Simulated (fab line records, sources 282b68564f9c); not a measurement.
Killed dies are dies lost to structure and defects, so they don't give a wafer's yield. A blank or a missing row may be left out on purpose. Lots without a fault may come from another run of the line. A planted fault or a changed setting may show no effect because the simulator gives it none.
fab line records | flow rit_cmos
record lots=6 wafers=18 last_day=7
route steps=202 shown ACTIVE@2 FOX1@20 FOX2@23 M1@202
lots that met no fault: from a run of the same line without faults
start_h: hours from the record's first day to the start of the lot's first wafer shown | wait_h: hours since the lot's step before | " the same as in the row above | L1.1+2: a row that stands for several wafers | - no value, or no start given | * or withheld: withheld | < > ~ a bound
route shown NAME@n: a module of which the file shows steps, and the number in the route of the first | usual: mean/standard deviation of fault-free wafers | same: alike in all rows | chamber/n: place in a boat | sites: the reading at each site | _std_site: their standard deviation | _edge_site: outer sites' mean less inner sites' | radius_mm: how far each site lies from the wafer's centre | mask NAME#n: copy n | behind: the tool/chamber that last shaped the wafer | hold: why the lot was held/for how many hours/how that ended | device: the transistor (n, p or np) that didn't switch | end of line: the same wafers' tests at the end of the route | a step without rows: its recipe alone | killed: dies lost to structure and defects at the first sort, not the wafer's yield | map: a wafer's dies, x killed, . not, _ none there
set.NAME: the setting as run; set.NAME@STEP: as run at that earlier step | model.NAME: the simulator's own value behind a step, which no gauge read
lots at some steps of the route; a table a step, a row a wafer
services: from which hour (start_h, from the record's first day; less than 0 if before it) a tool's chamber was out of use, for how many hours, and why
## steps
# step RIT_ACTIVE_OXIDATION_01
# recipe temp_c=1000 ambient=O2 target_thk_a=468 ox_time_s=3360
# step RIT_ACTIVE_THK_MEAS_02
# recipe reads=SiO2_of_ACTIVE_OXIDATION_01
# usual ACTIVE_OXIDE_THK=47.0/0.98
# columns lot.wafer tool chamber start_h wait_h ACTIVE_OXIDE_THK[nm]
L589.2 film_metro-04 - 12.89 0.0 46.5
L589.4 " - " " 47.2
L589.5 " - " " 47.6
L596.4 film_metro-02 - 49.67 0.0 47.9
L596.5 " - " " 47.7
L596.6 " - " " 48.3
L602.1 film_metro-04 - 77.31 0.0 45.3
L602.2 " - " " 45.9
L602.3 " - " " 45.6
L605.1 film_metro-03 - 92.95 0.0 47.0
L605.4 " - " " 46.6
L605.6 " - " " 47.0
L609.1 film_metro-02 - 112.46 0.0 47.1
L609.4 " - " " 48.0
L609.5 " - " " 46.3
L611.2 film_metro-02 - 122.89 0.0 46.6
L611.4 " - " " 46.0
L611.5 " - " " 46.7
# step RIT_ACTIVE_CVD_03
# recipe material=Si3N4 target_thk_nm=150 temp_c=810 precursor=SiH2Cl2/NH3 time_s=1500 pressure_mtorr=300 sih2cl2_flow_sccm=60 nh3_flow_sccm=150
# step RIT_ACTIVE_THK_MEAS_04
# recipe reads=Si3N4_of_ACTIVE_CVD_03
# usual ACTIVE_NITRIDE_THK=151.2/1.5
# columns lot.wafer tool chamber start_h wait_h ACTIVE_NITRIDE_THK[nm]
L589.2 film_metro-04 - 15.07 0.0 148.3
L589.4 " - " " 148.9
L589.5 " - " " 149.6
L596.4 film_metro-04 - 51.15 0.0 150.0
L596.5 " - " " 150.7
L596.6 " - " " 149.7
L602.1 film_metro-04 - 78.82 0.0 151.1
L602.2 " - " " 150.8
L602.3 " - " " 150.8
L605.1 film_metro-02 - 94.43 0.0 151.3
L605.4 " - " " 152.0
L605.6 " - " " 150.6
L609.1 film_metro-04 - 113.94 0.0 151.3
L609.4 " - " " 152.3
L609.5 " - " " 150.5
L611.2 film_metro-04 - 124.36 0.0 151.6
L611.4 " - " " 152.1
L611.5 " - " " 154.3
# step RIT_ACTIVE_HMDS_05
# recipe prime_time_s=60 prime_temp_c=140
# step RIT_ACTIVE_COAT_06
# recipe resist=NOVOLAK spin_rpm=3250 resist_thk_nm=1000
# step RIT_ACTIVE_SOFTBAKE_07
# recipe resist=NOVOLAK temp_c=90 time_s=60
# step RIT_ACTIVE_EXPOSE_08
# recipe mask_id=M1 na=0.6 source_shape=conventional sigma_outer=0.6 target_cd_nm=1400 dose_mj=225
# step RIT_ACTIVE_PEB_09
# recipe resist=NOVOLAK temp_c=withheld time_s=withheld
# step RIT_ACTIVE_DEVELOP_10
# recipe resist=NOVOLAK develop_time_s=50 dev_temp_c=23
# step RIT_ACTIVE_CD_MEAS_11
# recipe target_cd_nm=1400
# usual cd_nm=1399.4/2.1
# columns lot.wafer tool chamber start_h wait_h cd_nm
L589.2 cd_sem-01 - 15.99 - 1401.5
L589.4 " - " " 1400.9
L589.5 " - " " 1402.0
L596.4 cd_sem-01 - 52.35 - 1399.0
L596.5 " - " " 1397.4
L596.6 " - " " 1396.1
L602.1 cd_sem-02 - 79.92 - 1398.3
L602.2 " - " " 1398.0
L602.3 " - " " 1398.6
L605.1 cd_sem-01 - 95.34 - 1398.3
L605.4 " - " " 1398.6
L605.6 " - " " 1398.0
L609.1 cd_sem-02 - 114.85 - 1400.1
L609.4 " - " " 1397.6
L609.5 " - " " 1396.9
L611.2 cd_sem-01 - 125.41 - 1399.3
L611.4 " - " " 1398.1
L611.5 " - " " 1399.2
# step RIT_ACTIVE_HARDBAKE_12
# recipe resist=NOVOLAK temp_c=140 time_s=60
# step RIT_ACTIVE_ETCH_13
# recipe stop_on=SiO2 chemistry=SF6 target=Si3N4 time_s=210 over_etch_frac=0.4 SF6_flow_sccm=200 pressure_mtorr=260 rf_w=125 target_depth_a=2100
# usual drypump_motor_current_A=5.8/0.51 oes_product_au=0.827/0.0094 over_etch_frac=0.4/0 rf_fwd_power_W=124.6/0.4 throttle_valve_pct=7.54/0.091
# columns lot.wafer tool chamber start_h wait_h drypump_motor_current_A oes_product_au over_etch_frac rf_fwd_power_W rf_hours_counter_h throttle_valve_pct model.NOVOLAK_of_ACTIVE_COAT_06.thk_nm model.ACTIVE.feature_depth_nm model.SiO2_of_ACTIVE_OXIDATION_01.thk_nm
L589.2 rie_diel-01 3 16.24 0.1 5.2 0.823 0.4 124.6 135 7.47 659.3 148.3 46.44
L589.4 " 2 " " 6.4 0.819 0.4 124.5 - 7.43 641.1 151.7 44.4
L589.5 " 1 " " 5.6 0.834 0.4 124.8 - 7.72 656.1 149.6 47.57
L596.4 rie_diel-04 0 52.63 0.1 6.6 0.832 0.4 124.8 - 7.60 659.3 150.6 47.26
L596.5 " 3 " " 5.8 0.811 0.4 124.9 - 7.64 652.4 152.5 45.89
L596.6 " 1 " " 5.6 0.808 0.4 124.7 - 7.47 659.4 150.5 47.51
L602.1 rie_diel-04 2 80.19 0.1 5.5 0.735 0.73216 123.6 0 7.41 612.1 165.7 30.56
L602.2 " 3 " " 5.8 0.812 0.4 124.6 69 7.60 654.6 152.5 44.08
L602.3 " 1 " " 5.6 0.818 0.4 125.0 40 7.46 652.5 151.5 44.81
L605.1 rie_diel-04 3 95.61 0.1 5.8 0.822 0.4 124.9 69 7.62 652.3 153.2 45.15
L605.4 " 2 " " 5.5 0.741 0.73216 124.1 - 7.41 608.2 166.8 31.75
L605.6 " 0 " " 6.6 0.835 0.4 123.8 - 7.59 658.7 151.2 46.46
L609.1 rie_diel-01 0 115.20 0.1 5.6 0.831 0.4 124.7 0 7.47 657.9 151.3 47.09
L609.4 " 3 " " 5.2 0.837 0.4 125.0 137 7.46 660.3 152.2 48.03
L609.5 " 3 " " 5.3 0.828 0.4 125.1 - 7.46 662.6 150.5 46.33
L611.2 rie_diel-03 2 125.66 0.1 6.5 0.815 0.4 125.3 134 7.63 656.9 152.3 45.83
L611.4 " 2 " " 6.6 0.818 0.4 124.5 - 7.61 654.5 152.7 45.23
L611.5 " 0 " " 4.8 0.841 0.4 125.1 - 7.55 657.5 154.3 46.7
# step RIT_ACTIVE_STRIP_14
# recipe chemistry=O2 time_s=180 resist=NOVOLAK platen_temp_c=withheld power_w=500 pressure_mtorr=4000 o2_flow_sccm=4000
# usual drypump_motor_current_A=5.90/0.19
# columns lot.wafer tool chamber start_h wait_h drypump_motor_current_A rf_hours_counter_h
L589.2 plasma_asher-01 1 16.38 0.1 5.76 36
L589.4 " 1 " " 5.75 -
L589.5 " 1 " " 5.74 -
L596.4 plasma_asher-04 0 52.75 0.1 6.17 -
L596.5 " 1 " " 6.19 -
L596.6 " 0 " " 6.16 -
L602.1 plasma_asher-02 0 80.32 0.1 5.65 44
L602.2 " 1 " " 5.86 44
L602.3 " 0 " " 5.69 -
L605.1 plasma_asher-04 1 95.74 0.1 6.16 29
L605.4 " 0 " " 6.20 -
L605.6 " 1 " " 6.16 -
L609.1 plasma_asher-01 0 115.33 0.1 5.80 47
L609.4 " 0 " " 5.80 -
L609.5 " 1 " " 5.77 -
L611.2 plasma_asher-04 0 125.79 0.1 6.18 33
L611.4 " 1 " " 6.18 -
L611.5 " 0 " " 6.18 -
# step RIT_ACTIVE_CD_MEAS_90
# recipe target_cd_nm=1400
# usual cd_nm=1399.4/2.1
# columns lot.wafer tool chamber start_h wait_h cd_nm
L589.2 cd_sem-01 - 16.57 0.1 1402.2
L589.4 " - " " 1400.8
L589.5 " - " " 1401.9
L596.4 cd_sem-01 - 52.93 0.1 1398.5
L596.5 " - " " 1397.2
L596.6 " - " " 1396.3
L602.1 cd_sem-01 - 80.50 0.1 1398.1
L602.2 " - " " 1398.1
L602.3 " - " " 1398.5
L605.1 cd_sem-01 - 95.91 0.1 1398.2
L605.4 " - " " 1398.0
L605.6 " - " " 1398.5
L609.1 cd_sem-01 - 115.51 0.1 1399.9
L609.4 " - " " 1397.7
L609.5 " - " " 1397.0
L611.2 cd_sem-02 - 125.99 0.1 1399.8
L611.4 " - " " 1398.4
L611.5 " - " " 1398.8
# step RIT_ACTIVE_CLEAN_15
# recipe chemistry=SC1 mix=3:3:50 time_s=600 temp_c=75
# step RIT_ACTIVE_CLEAN_16
# recipe chemistry=dHF dilution=50:1 time_s=30
# step RIT_ACTIVE_CLEAN_17
# recipe chemistry=SC2 mix=3:3:50 time_s=600 temp_c=75 dry=n2_spin
# step RIT_FOX1_OXIDATION_00
# recipe temp_c=1100 ambient=H2O target_thk_a=3507 p_h2o_torr=720 ox_time_s=1130
# step RIT_FOX1_THK_MEAS_01
# recipe reads=SiO2_of_FOX1_OXIDATION_00
# usual FOX1_OXIDE_THK=353/6.4
# columns lot.wafer tool chamber start_h wait_h FOX1_OXIDE_THK[nm]
L589.2 film_metro-03 - 18.57 0.0 348
L589.4 " - " " 350
L589.5 " - " " 350
L596.4 film_metro-01 - 58.45 0.0 348
L596.5 " - " " 354
L596.6 " - " " 353
L602.1 film_metro-03 - 83.71 0.0 352
L602.2 " - " " 352
L602.3 " - " " 352
L605.1 film_metro-01 - 98.60 0.0 358
L605.4 " - " " 348
L605.6 " - " " 343
L609.1 film_metro-01 - 118.37 0.0 336
L609.4 " - " " 336
L609.5 " - " " 340
L611.2 film_metro-02 - 128.33 0.0 354
L611.4 " - " " 348
L611.5 " - " " 352
# step RIT_FOX1_WET_ETCH_02
# recipe chemistry=BOE target_depth_nm=350 time_s=390 temp_c=21.5 dry=n2_spin dilution=10:1 target=SiO2
# step RIT_FOX2_OXIDATION_00
# recipe temp_c=1100 ambient=H2O target_thk_a=3507 p_h2o_torr=720 ox_time_s=1130
# step RIT_FOX2_THK_MEAS_01
# recipe reads=SiO2_of_FOX2_OXIDATION_00
# usual FOX2_OXIDE_THK=354/6.8
# columns lot.wafer tool chamber start_h wait_h FOX2_OXIDE_THK[nm]
L589.2 film_metro-02 - 20.06 0.0 362
L589.4 " - " " 362
L589.5 " - " " 360
L596.4 film_metro-02 - 61.48 0.0 369
L596.5 " - " " 369
L596.6 " - " " 366
L602.1 film_metro-02 - 85.20 0.0 354
L602.2 " - " " 350
L602.3 " - " " 352
L605.1 film_metro-01 - 100.09 0.0 352
L605.4 " - " " 353
L605.6 " - " " 350
L609.1 film_metro-02 - 119.87 0.0 350
L609.4 " - " " 348
L609.5 " - " " 352
L611.2 film_metro-04 - 129.82 0.0 345
L611.4 " - " " 346
L611.5 " - " " 348
# step RIT_FOX2_CLEAN_02
# recipe chemistry=dHF dilution=50:1 time_s=180
# step RIT_FOX2_WET_ETCH_03
# recipe chemistry=H3PO4 target=Si3N4 target_depth_nm=195 temp_c=165 time_s=2700
# columns lot.wafer tool chamber start_h wait_h model.SiO2_of_ACTIVE_OXIDATION_01.thk_nm
L589.2 wet_bench-04 3 20.17 0.0 41.23
L589.4 " 3 " " 39.4
L589.5 " 3 " " 42.21
L596.4 wet_bench-03 3 61.58 0.0 41.87
L596.5 " 3 " " 40.67
L596.6 " 3 " " 42.1
L602.1 wet_bench-04 0 85.32 0.0 27.14
L602.2 " 0 " " 39.15
L602.3 " 0 " " 39.78
L605.1 wet_bench-01 3 100.21 0.0 40.18
L605.4 " 3 " " 28.26
L605.6 " 3 " " 41.32
L609.1 wet_bench-01 2 119.99 0.0 42
L609.4 " 2 " " 42.82
L609.5 " 2 " " 41.35
L611.2 wet_bench-04 2 129.93 0.0 40.84
L611.4 " 2 " " 40.31
L611.5 " 2 " " 41.61
# step RIT_FOX2_THK_MEAS_90
# recipe reads=SiO2_of_FOX2_OXIDATION_00
# usual FIELD_OXIDE_LEFT_1_THK=326/6.7
# columns lot.wafer tool chamber start_h wait_h FIELD_OXIDE_LEFT_1_THK[nm]
L589.2 film_metro-04 - 20.93 0.0 335
L589.4 " - " " 334
L589.5 " - " " 333
L596.4 film_metro-01 - 62.37 0.0 342
L596.5 " - " " 341
L596.6 " - " " 339
L602.1 film_metro-04 - 86.08 0.0 326
L602.2 " - " " 323
L602.3 " - " " 325
L605.1 film_metro-04 - 100.97 0.0 325
L605.4 " - " " 326
L605.6 " - " " 323
L609.1 film_metro-02 - 120.75 0.0 323
L609.4 " - " " 320
L609.5 " - " " 325
L611.2 film_metro-04 - 130.70 0.0 318
L611.4 " - " " 318
L611.5 " - " " 320
# step RIT_M1_PROBE_99
# usual killed_at_contacts=0.1/0.36 killed_at_front_end=7/3.1 killed_dies=7/3.1 killed_open=3.6/2.1 killed_short=3.2/1.9
# same gross_dies=264 killed_at_M0_to_M3=0 killed_at_M4_up=0 killed_at_back_side=0 killed_at_other=0
# columns lot.wafer tool chamber start_h wait_h killed_at_contacts killed_at_front_end killed_dies killed_open killed_short
L589.2 prober-01 - 62.23 0.1 0 2 2 1 1
L589.4 prober-01 - 62.33 0.2 0 10 10 6 4
L589.5 prober-01 - 62.38 0.2 1 7 8 5 3
L602.1 prober-02 - 127.01 0.1 0 5 5 1 4
L602.2 prober-02 - 127.06 0.1 0 4 4 4 0
L602.3 prober-02 - 127.11 0.2 1 7 8 5 3
L605.1 prober-01 - 139.96 0.1 0 4 4 2 2
L605.4 prober-01 - 140.11 0.2 0 10 10 7 3
L605.6 prober-01 - 140.21 0.2 0 6 6 4 2
# killed by level:class
L589.2 GATE:geometric_particle:open=1 GATE:geometric_particle:short=1
L589.4 GATE:geometric_particle:open=4 GATE:geometric_particle:short=2 FOX1:geometric_particle:open=1 REOX:geometric_particle:short=1 SPACER:geometric_particle:short=1 SPACER:geometric_particle:open=1
L589.5 REOX:geometric_particle:open=2 FOX1:geometric_particle:short=1 FOX1:geometric_particle:open=1 FOX2:geometric_particle:short=1 GATE:geometric_particle:open=1 GATE:geometric_particle:short=1 CONTACT:geometric_particle:open=1
L602.1 FOX1:geometric_particle:open=1 FOX1:geometric_particle:short=1 FOX2:geometric_particle:short=1 REOX:geometric_particle:short=1 SILICIDE:geometric_particle:short=1
L602.2 SPACER:geometric_particle:open=2 REOX:geometric_particle:open=1 SILICIDE:geometric_particle:open=1
L602.3 GATE:geometric_particle:open=3 GATE:geometric_particle:short=2 FOX2:geometric_particle:open=1 SPACER:geometric_particle:open=1 CONTACT:geometric_particle:short=1
L605.1 GATE:geometric_particle:open=1 GATE:geometric_particle:short=1 SPACER:geometric_particle:short=1 SPACER:geometric_particle:open=1
L605.4 GATE:geometric_particle:open=3 SPACER:geometric_particle:open=2 SPACER:geometric_particle:short=2 FOX1:geometric_particle:open=1 REOX:geometric_particle:short=1 REOX:geometric_particle:open=1
L605.6 SILICIDE:geometric_particle:open=2 FOX1:geometric_particle:open=1 FOX2:geometric_particle:short=1 GATE:geometric_particle:open=1 GATE:geometric_particle:short=1
## services
# columns tool chamber start_h hours kind
rie_diel-04 - 9.06 0.5 repair
rie_diel-03 - 15.54 0.6 repair
rie_diel-04 2 40.29 - clean
rie_diel-04 2 40.29 16.3 scheduled_down
rie_diel-04 2 40.29 16.3 vent_cycle
rie_diel-03 0 40.71 4.9 repair
rie_diel-03 2 44.34 2.8 repair
rie_diel-03 - 56.54 2.8 pm
rie_diel-01 0 81.73 - clean
rie_diel-01 0 81.73 23.5 scheduled_down
rie_diel-01 0 81.73 23.5 vent_cycle
rie_diel-03 3 82.60 8.4 repair
rie_diel-04 1 92.24 16.2 repair
plasma_asher-04 - 105.75 0.9 repair
plasma_asher-02 - 108.75 9.0 pm
plasma_asher-02 0 108.75 9.0 vent_cycle
plasma_asher-02 1 108.75 9.0 vent_cycle
plasma_asher-02 0 117.75 - clean
plasma_asher-02 1 117.75 - clean
wet_bench-04 - 120.41 1.9 pm
rie_diel-03 3 124.29 - clean
rie_diel-03 3 124.29 15.5 scheduled_down
rie_diel-03 3 124.29 15.5 vent_cycle
## key
first_sign step=RIT_ACTIVE_ETCH_13 reading=over_etch_frac direction=up sigmas=99+ usual=0.4 struck=0.73216
effect step=RIT_ACTIVE_ETCH_13 reading=oes_product_au direction=down sigmas=9.6 usual=0.827 struck=0.738
model_effect step=RIT_ACTIVE_ETCH_13 value=NOVOLAK_of_ACTIVE_COAT_06.thk_nm without=663.2 struck=610.2
model_effect step=RIT_FOX2_WET_ETCH_03 value=SiO2_of_ACTIVE_OXIDATION_01.thk_nm without=40.81 struck=27.7
met_at RIT_ACTIVE_ETCH_13
struck_wafers L602.1,L605.4
tester_left_out L602,L605
fault kind=process_parameter_drift tool=rie_diel-04 chamber=2 onset_h=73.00 steps=RIT_ACTIVE_ETCH_13 channel=over_etch_frac offset=0.33216 shape=step end_h=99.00 stated=0.4
# tester_left_out: of these lots the tester's yield and bins aren't shown, on N5 and GAA mostly nor the transistor test; their killed dies are dies lost to structure and defects alone, not to doping, threshold or leakage, so they don't give the yield
